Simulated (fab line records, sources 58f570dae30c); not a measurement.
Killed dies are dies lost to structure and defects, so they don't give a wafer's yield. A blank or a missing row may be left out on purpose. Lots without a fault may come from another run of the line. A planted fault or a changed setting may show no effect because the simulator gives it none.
Which tool did it? | flow berkeley_cmos170 | 14 lots, 42 wafers sampled, at 5 steps of a route of 331

WHAT THE GAUGES READ, wafer by wafer
UCB170_V2_BOW_MEAS_03.
lot  | measured     | on            | V2_BOW (um)
L107 | day 7 14:20  | film_metro-01 | 40 18 34
L109 | day 8 03:28  | film_metro-03 | 22 31 20
L110 | day 8 03:59  | film_metro-01 | 50 28 51
L112 | day 8 13:32  | film_metro-01 | 45 42 33
L111 | day 8 14:02  | film_metro-02 | 50 41 30
L113 | day 8 14:00  | film_metro-03 | 32 37 21
L114 | day 9 00:05  | film_metro-01 | 40 30 43
L115 | day 9 05:52  | film_metro-02 | 17 41 34
L117 | day 10 00:06 | film_metro-03 | 32 35 33
L119 | day 10 05:57 | film_metro-02 | 19 20 29
L120 | day 10 14:32 | film_metro-02 | 31 31 36
L123 | day 11 18:16 | film_metro-01 | 30 25 26
L126 | day 11 20:46 | film_metro-02 | 30 35 45
L125 | day 11 20:41 | film_metro-03 | 38 41 34

UCB170_V2_CD_MEAS_12: target cd 700 nm.
lot  | measured     | on        | cd_nm (nm)
L107 | day 7 15:47  | cd_sem-02 | 699.9 699.7 701.8
L109 | day 8 04:59  | cd_sem-01 | 701.1 700.2 700.5
L110 | day 8 05:22  | cd_sem-01 | 699.7 700.3 700.2
L112 | day 8 15:01  | cd_sem-02 | 698.4 698.4 699.7
L111 | day 8 15:40  | cd_sem-01 | 697.8 699.6 698.0
L113 | day 8 15:35  | cd_sem-02 | 696.7 697.1 697.3
L114 | day 9 01:25  | cd_sem-02 | 701.2 700.8 701.7
L115 | day 9 07:04  | cd_sem-02 | 697.5 700.1 700.8
L117 | day 10 01:38 | cd_sem-01 | 698.1 698.9 698.7
L119 | day 10 07:44 | cd_sem-01 | 699.2 699.0 700.6
L120 | day 10 15:43 | cd_sem-02 | 700.5 701.2 699.9
L123 | day 11 20:32 | cd_sem-02 | 701.4 701.9 700.8
L126 | day 11 22:46 | cd_sem-02 | 706.4 709.2 704.2
L125 | day 11 22:39 | cd_sem-02 | 702.2 705.1 710.2

UCB170_M3_RS_MEAS_02: measures by four-point-probe.
lot  | measured     | on            | M3_AL_RS (ohm/sq)
L107 | day 7 16:29  | film_metro-02 | 0.0321 0.0317 0.0320
L109 | day 8 05:43  | film_metro-03 | 0.0323 0.0328 0.0327
L110 | day 8 06:04  | film_metro-04 | 0.0315 0.0311 0.0315
L112 | day 8 15:43  | film_metro-04 | 0.0323 0.0323 0.0323
L111 | day 8 16:23  | film_metro-04 | 0.0318 0.0324 0.0320
L113 | day 8 16:17  | film_metro-03 | 0.0325 0.0325 0.0321
L114 | day 9 02:07  | film_metro-02 | 0.0322 0.0318 0.0319
L115 | day 9 07:47  | film_metro-02 | 0.0321 0.0323 0.0322
L117 | day 10 02:20 | film_metro-03 | 0.0317 0.0319 0.0318
L119 | day 10 08:26 | film_metro-03 | 0.0318 0.0316 0.0321
L120 | day 10 16:26 | film_metro-02 | 0.0325 0.0329 0.0325
L123 | day 11 21:14 | film_metro-02 | 0.0317 0.0320 0.0317
L126 | day 11 23:28 | film_metro-03 | 0.0321 0.0323 0.0323
L125 | day 11 23:21 | film_metro-02 | 0.0322 0.0322 0.0322

WHICH TOOL RAN EACH LOT (tool, then ch and the chambers of the sampled wafers, then the start)
lot  | UCB170_M1_SPUTTER_00         | UCB170_V2_EXPOSE_09
L107 | pvd_sputter-03, day 7 01:43  | krf_scanner-01 ch 0, day 7 15:24
L109 | pvd_sputter-03, day 7 15:11  | krf_scanner-02 ch 0, day 8 04:36
L110 | pvd_sputter-01, day 7 16:49  | krf_scanner-02 ch 0, day 8 04:58
L112 | pvd_sputter-01, day 7 23:44  | krf_scanner-01 ch 0, day 8 14:28
L111 | pvd_sputter-04, day 8 03:49  | krf_scanner-02 ch 0, day 8 15:04
L113 | pvd_sputter-01, day 8 04:31  | krf_scanner-01 ch 0, day 8 14:50
L114 | pvd_sputter-03, day 8 05:55  | krf_scanner-01 ch 0, day 9 01:01
L115 | pvd_sputter-03, day 8 16:37  | krf_scanner-01 ch 0, day 9 06:41
L117 | pvd_sputter-03, day 9 11:25  | krf_scanner-02 ch 0, day 10 01:12
L119 | pvd_sputter-04, day 9 18:40  | krf_scanner-01 ch 0, day 10 07:08
L120 | pvd_sputter-01, day 10 02:14 | krf_scanner-01 ch 0, day 10 15:20
L123 | pvd_sputter-01, day 11 04:55 | krf_scanner-01 ch 0, day 11 19:32
L126 | pvd_sputter-04, day 11 07:00 | krf_scanner-01 ch 0, day 11 21:54
L125 | pvd_sputter-01, day 11 07:20 | krf_scanner-01 ch 0, day 11 21:46
- UCB170_M1_SPUTTER_00: material Al, target thk 600 nm, time 80 s.
- UCB170_V2_EXPOSE_09: exposes mask VIA2, target cd 700 nm.

WHAT THE TOOLS THEMSELVES READ (means of the sampled wafers that have a number; where no wafer has one, the mark that the record gives instead)
UCB170_M1_SPUTTER_00.
lot  | tool           | throttle_valve_pct (%)
L107 | pvd_sputter-03 | 30.3
L109 | pvd_sputter-03 | 30.5
L110 | pvd_sputter-01 | 30.2
L112 | pvd_sputter-01 | 30.2
L111 | pvd_sputter-04 | 29.6
L113 | pvd_sputter-01 | 30.7
L114 | pvd_sputter-03 | 30.0
L115 | pvd_sputter-03 | 30.0
L117 | pvd_sputter-03 | 29.9
L119 | pvd_sputter-04 | 29.4
L120 | pvd_sputter-01 | 30.4
L123 | pvd_sputter-01 | 30.6
L126 | pvd_sputter-04 | 29.5
L125 | pvd_sputter-01 | 29.8

THE ANSWER, worked out from the rows above alone
Rule: what is usual is taken from the lots themselves. Put in order of their means at a reading, lots are off if they are a third of the lots or fewer, leave a main group of 4 or more, and stand apart from it by a gap of 3 or more times the standard deviation of the main group's means; of several such gaps the widest counts. A main group whose means are all the same, to the digits that the tables above print for the reading, isn't used. A lot without any number at a reading at which 4 lots or more have one is off too. The other lots that the step has rows for count as sound. The gauges are gone through in route order, then the tools' own readings, and for those a lot's mean is taken as printed above. The first step at which some lot is off is used, and at that step the reading that is off furthest; a lot without a number counts as furthest.
Off: L126, L125, at UCB170_V2_CD_MEAS_12 (cd_nm). The main group: mean 699.7 nm, standard deviation 1.2.
A tool fits if, at a process step before that reading, it ran every lot that is off, and no sound lot after the first of them. The gauges at UCB170_V2_CD_MEAS_12 are tried like those tools. Can't be told from this: 2 tools fit, krf_scanner-01 at UCB170_V2_EXPOSE_09, cd_sem-02 at UCB170_V2_CD_MEAS_12.

WHAT THE SIMULATOR HAD PUT IN
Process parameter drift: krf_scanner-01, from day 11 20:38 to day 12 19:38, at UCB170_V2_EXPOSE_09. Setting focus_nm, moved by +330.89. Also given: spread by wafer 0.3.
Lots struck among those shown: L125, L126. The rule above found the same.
